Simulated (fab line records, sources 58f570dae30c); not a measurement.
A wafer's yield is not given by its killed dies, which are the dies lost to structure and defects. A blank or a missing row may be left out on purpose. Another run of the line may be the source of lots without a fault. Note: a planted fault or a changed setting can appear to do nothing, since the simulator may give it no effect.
A struck lot beside a sound one :: flow berkeley cmos170 :: 31 steps out of a route of 331
Sound: these wafers, L451.2, L451.4, L451.6. Wafers struck: L463.1, L463.2, L463.3. At the end, the cause is stated.
For every step that has rows: the tool of each side, followed by ch and its chambers, followed by its first start. Under that, the readings that differ: sound wafers :: struck wafers :: difference of the means :: sigmas: that difference in standard deviations of wafers without a fault.
alike: readings whose means differ by less than 2 such deviations, and words and numbers that are the same on both sides. not compared: withheld readings, readings that some wafer has no value for, bounds like >300 that may hide the same value, and numbers for which the record gives no deviation and whose values overlap.
Wherever a step has rows on one side only, a row that says differs or no value, or a row with sigmas, the two part there. Numbers that don't overlap but have no deviation are shown without sigmas and don't part them. Lack of a reading on every wafer of one side parts them only where that side has two or more wafers.

first, 6 steps without rows for these wafers: UCB170_V1_HMDS_06 (prime time 60 s); UCB170_V1_COAT_07 (resist thk 900 nm); UCB170_V1_SOFTBAKE_08 (time 60 s); UCB170_V1_EXPOSE_09 (exposes mask VIA1, target cd 700 nm); UCB170_V1_PEB_10; UCB170_V1_DEVELOP_11 (develop time 45 s).
UCB170_V1_CD_MEAS_12 targets a cd of 700 nm.
  sound on cd sem-02, day 8 04:23; struck on cd sem-01, day 10 19:32
  alike: cd nm
UCB170_V1_OVL_MEAS_13:
  sound on overlay-02, day 8 04:29; struck on overlay-01, day 10 19:39
  alike: V1_OVL
UCB170_V1_ETCH_14: etches SiO2 in CHF3/CF4/Ar, stops on Al, target depth 1250 nm, time 301.6 s.
  sound on rie diel-03 ch 0,1, day 8 04:31; struck on rie diel-03 ch 0,1,2, day 10 19:41
  alike: drypump motor current A, mfc ar sccm, oes product au, throttle valve pct
  not compared: rf hours counter h
UCB170_V1_STRIP_15: strips in O2.
  sound on plasma asher-01 ch 0,1, day 8 04:41; struck on plasma asher-01 ch 0,1, day 10 19:52
  alike: drypump motor current A, oes product au, strip time to endpoint s
  not compared: rf hours counter h
UCB170_V1_CD_MEAS_90 targets a cd of 700 nm.
  sound on cd sem-01, day 8 04:49; struck on cd sem-01, day 10 19:58
  alike: cd nm
then, 1 step without rows for these wafers: UCB170_M2_PRE_CLEAN_00 (preclean etch time 60 s).
UCB170_M2_SPUTTER_01: material Al, target thk 900 nm, time 120 s.
  sound on pvd sputter-03, day 8 04:59; struck on pvd sputter-01, day 10 20:24
  alike: throttle valve pct
UCB170_M2_RS_MEAS_02: measures by four-point-probe.
  sound on film metro-01, day 8 05:05; struck on film metro-01, day 10 20:29
reading: M2_AL_RS (ohm/sq)
sound: 0.0321 0.0322 0.0317
struck: 0.0160 0.0159 0.0160
difference: -0.0160
sigmas: -49
UCB170_M2_THK_MEAS_03: measures by xrf.
  sound on film metro-01, day 8 05:12; struck on film metro-01, day 10 20:36
reading: M2_AL_THK (nm)
sound: 916 916 925
struck: 1824 1818 1821
difference: +902
sigmas: +90
then, 3 steps without rows for these wafers: UCB170_M2_HMDS_04 (prime time 60 s); UCB170_M2_COAT_05 (resist thk 900 nm); UCB170_M2_SOFTBAKE_06 (time 60 s).
UCB170_M2_STRIP_07: strips in O2.
  sound on plasma asher-03 ch 0,1, day 8 05:42; struck on plasma asher-02 ch 0,1, day 10 21:07
  alike: drypump motor current A, oes product au, strip time to endpoint s
  not compared: rf hours counter h
then, 7 steps without rows for these wafers: UCB170_M2_STRIP_08 (strips KrF in DMSO, time 600 s); UCB170_M2_COAT_09; UCB170_M2_COAT_10 (resist thk 900 nm); UCB170_M2_SOFTBAKE_11 (time 60 s); UCB170_M2_EXPOSE_12 (exposes mask METAL2, target cd 700 nm); UCB170_M2_PEB_13; UCB170_M2_DEVELOP_14 (develop time 45 s).
UCB170_M2_CD_MEAS_15 targets a cd of 700 nm.
  sound on cd sem-01, day 8 08:29; struck on cd sem-01, day 10 23:13
  alike: cd nm
UCB170_M2_OVL_MEAS_16:
  sound on overlay-02, day 8 08:35; struck on overlay-02, day 10 23:20
  alike: M2_OVL
UCB170_M2_ETCH_17: etches BARC in N2/H2.
  sound on rie diel-01 ch 0,1, day 8 08:37; struck on rie diel-01 ch 1,2,3, day 10 23:22
  alike: drypump motor current A, oes product au, throttle valve pct
UCB170_M2_METAL_ETCH_18: etches Al in Cl2/BCl3, stops on SiO2, target depth 1170 nm, time 195 s.
  sound on rie metal-03 ch 0,1, day 8 08:40; struck on rie metal-02 ch 0,1, day 10 23:25
reading: oes product au (a.u.)
sound: 0.848 0.847 0.862
struck: 1.023 1.021 1.027
difference: +0.171
sigmas: +12

reading: model.etch.depth nm (nm)
sound: 902.1 901.1 911.6
struck: 1190 1172 1173
difference: +273
sigmas: 

reading: model.M2.feature depth nm (nm)
sound: 957.6 956.8 969.1
struck: 1190 1172 1173
difference: +217
sigmas: 
  alike: drypump motor current A, mfc cl2 sccm, throttle valve pct
  not compared: rf hours counter h
UCB170_M2_STRIP_19: strips in O2.
  sound on plasma asher-01 ch 1, day 8 08:51; struck on plasma asher-02 ch 0,1, day 10 23:36
  alike: drypump motor current A, oes product au
  not compared: rf hours counter h

## WHERE THEY PART
Last at UCB170_M2_METAL_ETCH_18 as far as this record goes, first at UCB170_M2_RS_MEAS_02. Later steps at which nothing parts them and some readings are alike: UCB170_M2_STRIP_19.

WHY: what the simulator had put in
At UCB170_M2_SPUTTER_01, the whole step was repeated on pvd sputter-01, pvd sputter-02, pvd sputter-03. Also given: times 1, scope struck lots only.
